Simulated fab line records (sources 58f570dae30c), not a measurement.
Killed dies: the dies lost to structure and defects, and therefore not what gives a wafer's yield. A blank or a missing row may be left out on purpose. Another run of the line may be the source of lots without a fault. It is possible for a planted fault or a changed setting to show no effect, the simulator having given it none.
The tool behind it: which one? / flow berkeley cmos170 / Sampling: 7 lots, 21 wafers, 4 of 331 route steps

== WHAT THE GAUGES READ, wafer by wafer ==
UCB170_M2_CD_MEAS_90: target cd 700 nm.
lot=L912; measured=day 8 17:41; on=cd sem-02; cd nm (nm)=703.3 698.8 696.5
lot=L913; measured=day 9 06:31; on=cd sem-01; cd nm (nm)=697.4 695.2 695.4
lot=L916; measured=day 9 20:32; on=cd sem-01; cd nm (nm)=696.9 700.1 698.8
lot=L918; measured=day 10 01:28; on=cd sem-02; cd nm (nm)=696.2 697.1 695.4
lot=L924; measured=day 11 08:26; on=cd sem-02; cd nm (nm)=708.9 711.1 713.0 708.8 711.1 712.9
lot=L929; measured=day 11 19:20; on=cd sem-01; cd nm (nm)=700.0 699.6 699.3
lot=L933; measured=day 12 17:14; on=cd sem-02; cd nm (nm)=704.7 701.8 702.8

== WHAT TOOL EACH LOT RAN ON (gives the tool, then ch and the chambers of the sampled wafers, and finally the start) ==
lot=L912; UCB170_M2_STRIP_07=plasma asher-03 ch 0,1, day 8 15:40; UCB170_M2_METAL_ETCH_18=rie metal-01 ch 0,1, day 8 17:22; UCB170_M2_STRIP_19=plasma asher-02 ch 0,1, day 8 17:34
lot=L913; UCB170_M2_STRIP_07=plasma asher-01 ch 0,1, day 9 04:34; UCB170_M2_METAL_ETCH_18=rie metal-01 ch 0,1, day 9 06:13; UCB170_M2_STRIP_19=plasma asher-02 ch 0,1, day 9 06:24
lot=L916; UCB170_M2_STRIP_07=plasma asher-02 ch 0, day 9 18:19; UCB170_M2_METAL_ETCH_18=rie metal-01 ch 1, day 9 20:13; UCB170_M2_STRIP_19=plasma asher-02 ch 0,1, day 9 20:25
lot=L918; UCB170_M2_STRIP_07=plasma asher-03 ch 0,1, day 9 21:44; UCB170_M2_METAL_ETCH_18=rie metal-04 ch 0,1, day 10 01:12; UCB170_M2_STRIP_19=plasma asher-02 ch 0,1, day 10 01:22
lot=L924; UCB170_M2_STRIP_07=plasma asher-03 ch 0,1, day 11 06:38; UCB170_M2_METAL_ETCH_18=rie metal-01 ch 0,1, day 11 08:07; UCB170_M2_STRIP_19=plasma asher-03 ch 1, day 11 08:19
lot=L929; UCB170_M2_STRIP_07=plasma asher-03 ch 0,1, day 11 16:49; UCB170_M2_METAL_ETCH_18=rie metal-02 ch 0, day 11 18:59; UCB170_M2_STRIP_19=plasma asher-02 ch 0,1, day 11 19:13
lot=L933; UCB170_M2_STRIP_07=plasma asher-02 ch 0,1, day 12 15:29; UCB170_M2_METAL_ETCH_18=rie metal-02 ch 0,1, day 12 16:56; UCB170_M2_STRIP_19=plasma asher-02 ch 0,1, day 12 17:07
- UCB170_M2_STRIP_07: strips in O2.
- UCB170_M2_METAL_ETCH_18: etches Al in Cl2/BCl3, stops on SiO2, target depth 1170 nm, time 195 s.
- UCB170_M2_STRIP_19: strips in O2.

== THE ANSWER, worked out from the rows above alone ==
Rule: the lots themselves supply what counts as usual. The widest of any qualifying gaps counts: lots, ordered by their means at a reading, are off when they make up no more than a third of the lots, leave a main group of 4 or more, and stand apart from it by 3 or more times the standard deviation of that group's means. The tables above print the reading to a certain number of digits; a main group whose means all agree to those digits is not used. Also off: a lot with no number at a reading for which 4 or more lots have one. All remaining lots with rows at the step are treated as sound.
Off: L924 (UCB170_M2_CD_MEAS_90, cd nm). Mean 698.9 nm and standard deviation 2.4 in the main group.
A tool fits if, at a process step before that reading, it ran every lot that is off, and no sound lot after the first of them. The gauges at UCB170_M2_CD_MEAS_90 are tried like those tools. 2 tools fit, rie metal-01 at UCB170_M2_METAL_ETCH_18 and plasma asher-03 at UCB170_M2_STRIP_19, so this cannot tell which one it is.

== WHAT THE SIMULATOR HAD INSERTED ==
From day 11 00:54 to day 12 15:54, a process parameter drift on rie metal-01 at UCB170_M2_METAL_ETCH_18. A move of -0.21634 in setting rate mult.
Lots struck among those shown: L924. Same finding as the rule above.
